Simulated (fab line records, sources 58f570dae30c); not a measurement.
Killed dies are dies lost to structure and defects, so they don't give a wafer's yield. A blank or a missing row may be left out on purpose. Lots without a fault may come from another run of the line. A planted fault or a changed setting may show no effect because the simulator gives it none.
fab line records | flow berkeley_cmos170
record lots=7 wafers=21 last_day=13
route steps=331 shown GATE@128
lots that met no fault: from a run of the same line without faults
start_h: hours from the record's first day to the start of the lot's first wafer shown | wait_h: hours since the lot's step before | " the same as in the row above | L1.1+2: a row that stands for several wafers | - no value, or no start given | * or withheld: withheld | < > ~ a bound
route shown NAME@n: a module of which the file shows steps, and the number in the route of the first | usual: mean/standard deviation of fault-free wafers | same: alike in all rows | chamber/n: place in a boat | sites: the reading at each site | _std_site: their standard deviation | _edge_site: outer sites' mean less inner sites' | radius_mm: how far each site lies from the wafer's centre | mask NAME#n: copy n | behind: the tool/chamber that last shaped the wafer | hold: why the lot was held/for how many hours/how that ended | device: the transistor (n, p or np) that didn't switch | end of line: the same wafers' tests at the end of the route | a step without rows: its recipe alone | killed: dies lost to structure and defects at the first sort, not the wafer's yield | map: a wafer's dies, x killed, . not, _ none there
set.NAME: the setting as run; set.NAME@STEP: as run at that earlier step | model.NAME: the simulator's own value behind a step, which no gauge read
lots at some steps of the route; a table a step, a row a wafer
services: from which hour (start_h, from the record's first day; less than 0 if before it) a tool's chamber was out of use, for how many hours, and why
## steps
# step UCB170_GATE_THK_MEAS_02
# recipe reads=SiO2_of_GATE_OXIDATION_01
# usual GATE_OXIDE_THK=6.58/0.13
# columns lot.wafer tool chamber start_h wait_h GATE_OXIDE_THK[nm]
L146.3 film_metro-01 - 164.94 0.0 6.62
L146.4 " - " " 6.55
L146.6 " - " " 6.51
L153.2 film_metro-03 - 206.34 0.0 6.64
L153.5 " - " " 6.47
L153.6 " - " " 6.60
L149.1 film_metro-03 - 206.39 0.1 6.86
L149.3 " - " " 6.87
L149.4 " - " " 6.86
L154.1 film_metro-01 - 206.49 0.2 6.66
L154.3 " - " " 6.55
L154.5 " - " " 6.68
L152.1 film_metro-03 - 206.51 0.2 6.79
L152.5 " - " " 6.73
L152.6 " - " " 6.74
L163.1 film_metro-01 - 255.36 0.0 6.43
L163.4 " - " " 6.54
L163.5 " - " " 6.68
L164.1 film_metro-02 - 255.44 0.1 6.59
L164.3 " - " " 6.49
L164.4 " - " " 6.32
# step UCB170_GATE_ANNEAL_03
# recipe temp_c=900 time_s=1800 ambient=N2
# step UCB170_GATE_CVD_04
# recipe material=poly-Si temp_c=610 precursor=SiH4 time_s=1440 pressure_mtorr=375 target_thk_nm=214 sih4_flow_sccm=120
# step UCB170_GATE_THK_MEAS_05
# recipe reads=poly-Si_of_GATE_CVD_04
# usual GATE_POLY_THK=216.1/2
# columns lot.wafer tool chamber start_h wait_h GATE_POLY_THK[nm]
L146.3 film_metro-03 - 172.00 0.0 216.8
L146.4 " - " " 216.3
L146.6 " - " " 216.5
L154.1 film_metro-01 - 212.90 0.1 215.0
L154.3 " - " " 215.9
L154.5 " - " " 215.9
L149.1 film_metro-01 - 212.96 0.2 214.9
L149.3 " - " " 215.1
L149.4 " - " " 215.4
L152.1 film_metro-01 - 213.02 0.2 216.5
L152.5 " - " " 216.6
L152.6 " - " " 216.5
L153.2 film_metro-01 - 213.15 0.4 217.4
L153.5 " - " " 214.5
L153.6 " - " " 217.5
L163.1 film_metro-02 - 263.10 0.0 217.4
L163.4 " - " " 217.7
L163.5 " - " " 215.5
L164.1 film_metro-01 - 263.10 0.0 216.8
L164.3 " - " " 217.8
L164.4 " - " " 217.0
# step UCB170_GATE_COAT_06
# recipe resist=BARC temp_c=withheld time_s=withheld spin_rpm=3000 resist_thk_nm=withheld
# step UCB170_GATE_COAT_07
# recipe resist=KrF spin_rpm=1500 resist_thk_nm=900
# step UCB170_GATE_SOFTBAKE_08
# recipe resist=KrF temp_c=130 time_s=60
# step UCB170_GATE_EXPOSE_09
# recipe mask_id=POLY target_cd_nm=350 na=0.5 sigma_outer=0.6 source_shape=conventional dose_mj=21
# step UCB170_GATE_PEB_10
# recipe peb_temp_c=130 peb_time_s=withheld resist=KrF
# step UCB170_GATE_DEVELOP_11
# recipe developer=TMAH develop_time_s=45 resist=KrF dev_temp_c=21
# step UCB170_GATE_CD_MEAS_12
# recipe target_cd_nm=350
# usual cd_nm=350.4/1.4
# columns lot.wafer tool chamber start_h wait_h cd_nm
L146.3 cd_sem-01 - 173.71 - 347.7
L146.4 " - " " 347.6
L146.6 " - " " 348.7
L154.1 cd_sem-02 - 214.46 - 349.0
L154.3 " - " " 348.4
L154.5 " - " " 349.7
L149.1 cd_sem-02 - 214.58 - 350.0
L149.3 " - " " 349.6
L149.4 " - " " 351.7
L152.1 cd_sem-01 - 214.68 - 350.0
L152.5 " - " " 350.3
L152.6 " - " " 350.2
L153.2 cd_sem-02 - 215.02 - 350.6
L153.5 " - " " 351.0
L153.6 " - " " 351.4
L164.1 cd_sem-01 - 264.15 - 349.8
L164.3 " - " " 350.4
L164.4 " - " " 350.2
L163.1 cd_sem-02 - 264.37 - 349.6
L163.4 " - " " 351.0
L163.5 " - " " 350.6
# step UCB170_GATE_OVL_MEAS_13
# usual GATE_OVL=0/5
# columns lot.wafer tool chamber start_h wait_h GATE_OVL[nm]
L146.3 overlay-02 - 173.80 0.1 5
L146.4 " - " " 0
L146.6 " - " " -1
L154.1 overlay-02 - 214.58 0.1 1
L154.3 " - " " 4
L154.5 " - " " 6
L149.1 overlay-01 - 214.70 0.1 -1
L149.3 " - " " -2
L149.4 " - " " -7
L152.1 overlay-02 - 214.80 0.1 -5
L152.5 " - " " -5
L152.6 " - " " -11
L153.2 overlay-02 - 215.13 0.1 -5
L153.5 " - " " 1
L153.6 " - " " 8
L164.1 overlay-02 - 264.27 0.1 6
L164.3 " - " " 1
L164.4 " - " " -10
L163.1 overlay-01 - 264.49 0.1 -3
L163.4 " - " " -2
L163.5 " - " " -3
# step UCB170_GATE_ETCH_14
# recipe chemistry=N2/H2 target_depth_a=withheld overetch_a=withheld target=BARC time_s=withheld source_w=500 bias_w=100 pressure_mtorr=30 n2_flow_sccm=100 h2_flow_sccm=200
# usual bias_w=100.0/0.34 chamber_pressure_mTorr=30.000/0.025 drypump_motor_current_A=5.5/0.39 oes_product_au=1.006/0.016 throttle_valve_pct=13.27/0.22
# columns lot.wafer tool chamber start_h wait_h bias_w chamber_pressure_mTorr drypump_motor_current_A oes_product_au throttle_valve_pct
L146.3 rie_diel-01 1 173.82 0.0 100.0 30.000 5.6 1.008 13.11
L146.4 " 0 " " 100.4 29.985 5.7 0.993 13.02
L146.6 " 3 " " 100.0 30.031 4.9 1.008 13.59
L154.1 rie_diel-01 0 214.62 0.0 - - - - -
L154.3 " 3 " " - - - - -
L154.5 " 1 " " - - - - -
L149.1 rie_diel-03 3 214.74 0.0 100.3 30.018 5.8 1.000 13.06
L149.3 " 1 " " 100.4 29.989 5.7 1.038 13.31
L149.4 " 2 " " 99.9 29.980 5.0 1.015 13.29
L152.1 rie_diel-04 0 214.84 0.0 - - - - -
L152.5 " 0 " " - - - - -
L152.6 " 1 " " - - - - -
L153.2 rie_diel-03 3 215.16 0.0 - - - - -
L153.5 " 2 " " - - - - -
L153.6 " 3 " " - - - - -
L164.1 rie_diel-04 2 264.30 0.0 99.6 29.994 6.5 0.998 13.70
L164.3 " 1 " " 100.0 29.990 5.7 1.000 13.15
L164.4 " 0 " " 99.8 29.993 5.4 1.000 12.96
L163.1 rie_diel-03 2 264.53 0.0 99.9 30.011 4.9 1.013 13.29
L163.4 " 0 " " 100.0 30.031 5.4 1.032 13.29
L163.5 " 1 " " 100.1 30.012 5.7 1.037 13.30
# step UCB170_GATE_ETCH_15
# recipe chemistry=HBr/Cl2 target=poly-Si stop_on=SiO2 over_etch_frac=0.3 icp_w=300 bias_w=150 time_s=56.3 pressure_mtorr=15 HBr_flow_sccm=150 Cl2_flow_sccm=50 target_depth_a=2782
# usual HBr_flow_sccm=150.0/0.43 bias_w=150.1/0.46 drypump_motor_current_A=5.9/0.53 oes_product_au=0.830/0.011 throttle_valve_pct=26.49/0.25
# columns lot.wafer tool chamber start_h wait_h HBr_flow_sccm bias_w drypump_motor_current_A oes_product_au rf_hours_counter_h throttle_valve_pct
L146.3 rie_si-01 3 173.87 - 150.2 149.5 6.0 0.848 1 26.09
L146.4 " 1 " " 149.3 149.6 6.1 0.818 14 26.32
L146.6 " 3 " " 149.4 150.7 6.0 0.834 - 26.09
L154.1 rie_si-02 3 214.66 - 149.8 149.0 6.2 0.258 46 26.13
L154.3 " 2 " " 149.1 150.1 5.1 0.275 53 26.57
L154.5 " 1 " " 149.8 150.0 5.7 0.270 - 26.67
L149.1 rie_si-01 1 214.78 - 149.8 150.8 6.1 0.808 15 26.33
L149.3 " 0 " " 149.6 149.8 4.9 0.818 1 26.88
L149.4 " 2 " " 149.2 150.9 6.3 0.826 0 26.58
L152.1 rie_si-02 2 214.88 - 149.4 150.0 5.1 0.273 53 26.55
L152.5 " 1 " " 150.0 149.5 5.7 0.268 - 26.66
L152.6 " 0 " " 150.2 150.1 6.4 0.269 - 26.61
L153.2 rie_si-02 1 215.20 - 150.7 150.1 5.7 0.278 1 26.65
L153.5 " 1 " " 150.7 150.1 5.7 0.268 - 26.65
L153.6 " 2 " " 149.7 149.6 5.1 0.273 - 26.55
L164.1 rie_si-01 0 264.34 - 150.5 150.1 4.9 0.827 1 26.88
L164.3 " 1 " " 150.0 149.6 6.1 0.817 15 26.33
L164.4 " 3 " " 150.2 150.3 6.0 0.844 2 26.10
L163.1 rie_si-02 2 264.57 - 150.5 150.0 5.1 0.833 53 26.55
L163.4 " 0 " " 149.7 150.6 6.4 0.846 43 26.62
L163.5 " 0 " " 150.3 150.3 6.4 0.833 - 26.64
# step UCB170_GATE_STRIP_16
# recipe chemistry=O2 power_w=400 pressure_mtorr=3500 platen_temp_c=withheld o2_flow_sccm=400 overash_fraction=0.5
# usual drypump_motor_current_A=5.7/0.46 oes_product_au=0.724/0.0048
# columns lot.wafer tool chamber start_h wait_h drypump_motor_current_A oes_product_au rf_hours_counter_h
L146.3 plasma_asher-01 1 173.95 0.1 6.4 0.723 -
L146.4 " 0 " " 5.3 0.719 -
L146.6 " 0 " " 5.3 0.728 -
L154.1 plasma_asher-03 0 214.71 0.0 5.8 0.729 44
L154.3 " 1 " " 5.1 0.727 -
L154.5 " 0 " " 5.8 0.715 -
L149.1 plasma_asher-04 0 214.83 0.0 5.8 0.733 48
L149.3 " 1 " " 5.7 0.722 -
L149.4 " 0 " " 5.8 0.721 -
L152.1 plasma_asher-01 1 214.93 0.0 6.4 0.716 44
L152.5 " 0 " " 5.3 0.717 -
L152.6 " 1 " " 6.5 0.722 -
L153.2 plasma_asher-04 1 215.25 0.0 5.6 0.729 48
L153.5 " 0 " " 5.8 0.721 -
L153.6 " 1 " " 5.6 0.724 -
L164.1 plasma_asher-03 0 264.39 0.0 5.8 0.717 50
L164.3 " 1 " " 5.1 0.731 -
L164.4 " 0 " " 5.8 0.726 -
L163.1 plasma_asher-04 1 264.62 0.0 5.6 0.725 52
L163.4 " 1 " " 5.6 0.720 -
L163.5 " 1 " " 5.6 0.725 -
# step UCB170_GATE_CD_MEAS_90
# recipe target_cd_nm=350
# usual cd_nm=350.4/1.6
# columns lot.wafer tool chamber start_h wait_h cd_nm
L146.3 cd_sem-01 - 174.05 0.1 348.1
L146.4 " - " " 347.0
L146.6 " - " " 347.9
L154.1 cd_sem-02 - 214.87 0.1 -
L154.3 " - " " -
L154.5 " - " " -
L149.1 cd_sem-01 - 214.93 0.1 349.7
L149.3 " - " " 349.4
L149.4 " - " " 351.5
L152.1 cd_sem-01 - 215.05 0.1 -
L152.5 " - " " -
L152.6 " - " " -
L153.2 cd_sem-02 - 215.37 0.1 -
L153.5 " - " " -
L153.6 " - " " -
L164.1 cd_sem-01 - 264.49 0.1 349.5
L164.3 " - " " 351.3
L164.4 " - " " 349.9
L163.1 cd_sem-01 - 264.72 0.1 349.0
L163.4 " - " " 351.0
L163.5 " - " " 349.6
# step UCB170_GATE_CLEAN_17
# recipe chemistry=SPM temp_c=120 time_s=600
## services
# columns tool chamber start_h hours kind
rie_diel-04 - 180.20 2.8 pm
rie_si-01 - 196.80 0.6 repair
plasma_asher-04 - 217.16 7.8 repair
rie_si-02 - 222.40 0.1 repair
plasma_asher-04 - 226.76 2.8 pm
rie_diel-03 - 234.18 0.5 repair
rie_si-01 3 236.13 4.9 repair
rie_si-01 - 245.50 0.7 repair
plasma_asher-03 - 263.63 0.6 repair
## key
first_sign step=UCB170_GATE_ETCH_14 reading=tool_record direction=missing
effect step=UCB170_GATE_ETCH_15 reading=oes_product_au direction=down sigmas=53 usual=0.830 struck=0.270
effect step=UCB170_GATE_CD_MEAS_90 reading=cd_nm direction=missing
met_at UCB170_GATE_ETCH_14
struck_wafers L152.1,L152.5,L152.6,L153.2,L153.5,L153.6,L154.1,L154.3,L154.5
later_rows_left_out L152.1,L152.5,L152.6,L153.2,L153.5,L153.6,L154.1,L154.3,L154.5
sort_left_out L152.1,L152.5,L152.6,L153.2,L153.5,L153.6,L154.1,L154.3,L154.5
tester_left_out L152,L153,L154
onset_between 173.82 214.62
fault kind=skipped_step_whole tool=rie_diel-01,rie_diel-03,rie_diel-04 chamber=- onset_h=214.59 steps=UCB170_GATE_ETCH_14 scope=struck_lots_only
# tester_left_out: of these lots the tester's yield and bins aren't shown, on N5 and GAA mostly nor the transistor test; their killed dies are dies lost to structure and defects alone, not to doping, threshold or leakage, so they don't give the yield
# sort_left_out: the simulated sort isn't trusted on such a fault, so these wafers' sort isn't shown, and their yield isn't known
# later_rows_left_out: the simulator's readings of these wafers behind a module that went badly wrong aren't trusted and aren't shown, but for the sort
